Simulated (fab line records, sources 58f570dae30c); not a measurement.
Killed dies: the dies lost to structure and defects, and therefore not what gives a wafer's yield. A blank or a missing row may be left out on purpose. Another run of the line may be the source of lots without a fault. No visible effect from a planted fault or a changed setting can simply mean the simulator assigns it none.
What tool caused it?	flow berkeley cmos170	45 wafers from 15 lots sampled at 3 of the route's 331 steps

## WHAT THE GAUGES READ, wafer by wafer
UCB170_PWELL_OVL_MEAS_13.
lot	measured	on	PWELL_OVL (nm)
L956	day 2 21:43	overlay-02	-2 7 9
L960	day 4 04:50	overlay-02	-3 3 14
L964	day 5 05:43	overlay-01	1 3 0
L966	day 5 05:46	overlay-02	-1 4 -3
L967	day 5 23:06	overlay-01	4 -1 1
L968	day 5 23:23	overlay-02	-3 0 5
L969	day 6 03:28	overlay-01	6 7 6
L972	day 6 10:31	overlay-02	-5 3 -7
L973	day 6 20:34	overlay-01	1 4 2
L975	day 7 01:17	overlay-02	-8 1 -3
L974	day 7 01:31	overlay-01	-2 -7 -2
L976	day 7 11:39	overlay-02	-3 5 4
L977	day 7 17:27	overlay-01	3 6 -1
L979	day 8 03:40	overlay-02	-1 -4 -6
L978	day 8 04:02	overlay-02	8 -3 -3

UCB170_ACTIVE_OVL_MEAS_14.
lot	measured	on	ACTIVE_OVL (nm)
L956	day 4 08:31	overlay-01	3 1 3
L960	day 5 16:20	overlay-01	-9 -5 -7
L964	day 6 10:45	overlay-01	1 -2 -3
L966	day 6 10:31	overlay-01	-10 -14 0
L967	day 7 07:46	overlay-01	3 -4 -2
L968	day 7 08:22	overlay-02	-3 -7 3
L969	day 7 08:08	overlay-01	3 5 3
L972	day 7 17:59	overlay-02	-3 -8 -3
L973	day 8 05:36	overlay-02	0 -2 1
L975	day 8 11:03	overlay-02	-7 -8 -8
L974	day 8 11:19	overlay-01	-3 -1 0
L976	day 8 22:58	overlay-01	-4 -2 4
L977	day 9 06:47	overlay-02	-7 -5 -7
L979	day 9 19:49	overlay-01	1 1 3
L978	day 9 19:57	overlay-01	3 4 5

## TOOL THAT RAN EACH LOT (tool first, then ch and the chambers of the sampled wafers, then the start)
lot	UCB170_PWELL_STRIP_16
L956	plasma asher-03 ch 0,1, day 2 22:01
L960	plasma asher-02 ch 0,1, day 4 05:08
L964	plasma asher-03 ch 0,1, day 5 05:59
L966	plasma asher-01 ch 0,1, day 5 06:03
L967	plasma asher-03 ch 0,1, day 5 23:23
L968	plasma asher-03 ch 0,1, day 5 23:41
L969	plasma asher-02 ch 0,1, day 6 03:44
L972	plasma asher-02 ch 0,1, day 6 10:47
L973	plasma asher-02 ch 0,1, day 6 20:52
L975	plasma asher-03 ch 0,1, day 7 01:34
L974	plasma asher-02 ch 0,1, day 7 01:48
L976	plasma asher-01 ch 0,1, day 7 11:56
L977	plasma asher-03 ch 0,1, day 7 17:44
L979	plasma asher-01 ch 0,1, day 8 03:57
L978	plasma asher-02 ch 0,1, day 8 04:19
- UCB170_PWELL_STRIP_16: strips in O2.

## AS READ BY THE TOOLS THEMSELVES (means over the sampled wafers that have a number; for cases with no such wafer, the mark the record gives instead)
UCB170_PWELL_STRIP_16.
lot	tool	drypump motor current A (A)	o2 flow sccm (sccm)	oes product au (a.u.)	strip time to endpoint s (s)
L956	plasma asher-03	4.9	400.4	0.733	18.02
L960	plasma asher-02	5.3	399.9	0.731	18.06
L964	plasma asher-03	4.9	399.8	0.730	17.99
L966	plasma asher-01	5.7	400.3	0.729	17.99
L967	plasma asher-03	4.9	400.4	0.727	18.02
L968	plasma asher-03	4.9	399.7	0.728	18.08
L969	plasma asher-02	5.3	399.9	0.729	18.09
L972	plasma asher-02	5.3	400.6	0.734	18.04
L973	plasma asher-02	5.3	399.8	0.730	18.06
L975	plasma asher-03	4.9	400.2	0.727	18.12
L974	plasma asher-02	5.3	398.8	0.730	18.19
L976	plasma asher-01	5.7	399.1	0.728	18.05
L977	plasma asher-03	4.9	398.9	0.728	18.17
L979	plasma asher-01	5.7	399.5	0.732	18.08
L978	plasma asher-02	5.5	399.8	0.730	18.11

## THE ANSWER, worked out from the rows above alone
Rule: the usual values come from the lots themselves. Put in order of their means at a reading, lots are off if they are a third of the lots or fewer, leave a main group of 4 or more, and stand apart from it by a gap of 3 or more times the standard deviation of the main group's means; of several such gaps the widest counts. Not used: any main group whose means are identical at the precision the tables above print for the reading. Also off: a lot with no number at a reading for which 4 or more lots have one. Any other lot the step has rows for is counted as sound. Order of review: gauges by route order, followed by the tools' own readings, for which a lot's mean as printed above is used. At the first step where some lot is off, the reading lying furthest off is the one used; lots without a number count as furthest.
Across all readings shown, no lot is off: no conclusion can be drawn from this.

## WHAT THE SIMULATOR PUT IN
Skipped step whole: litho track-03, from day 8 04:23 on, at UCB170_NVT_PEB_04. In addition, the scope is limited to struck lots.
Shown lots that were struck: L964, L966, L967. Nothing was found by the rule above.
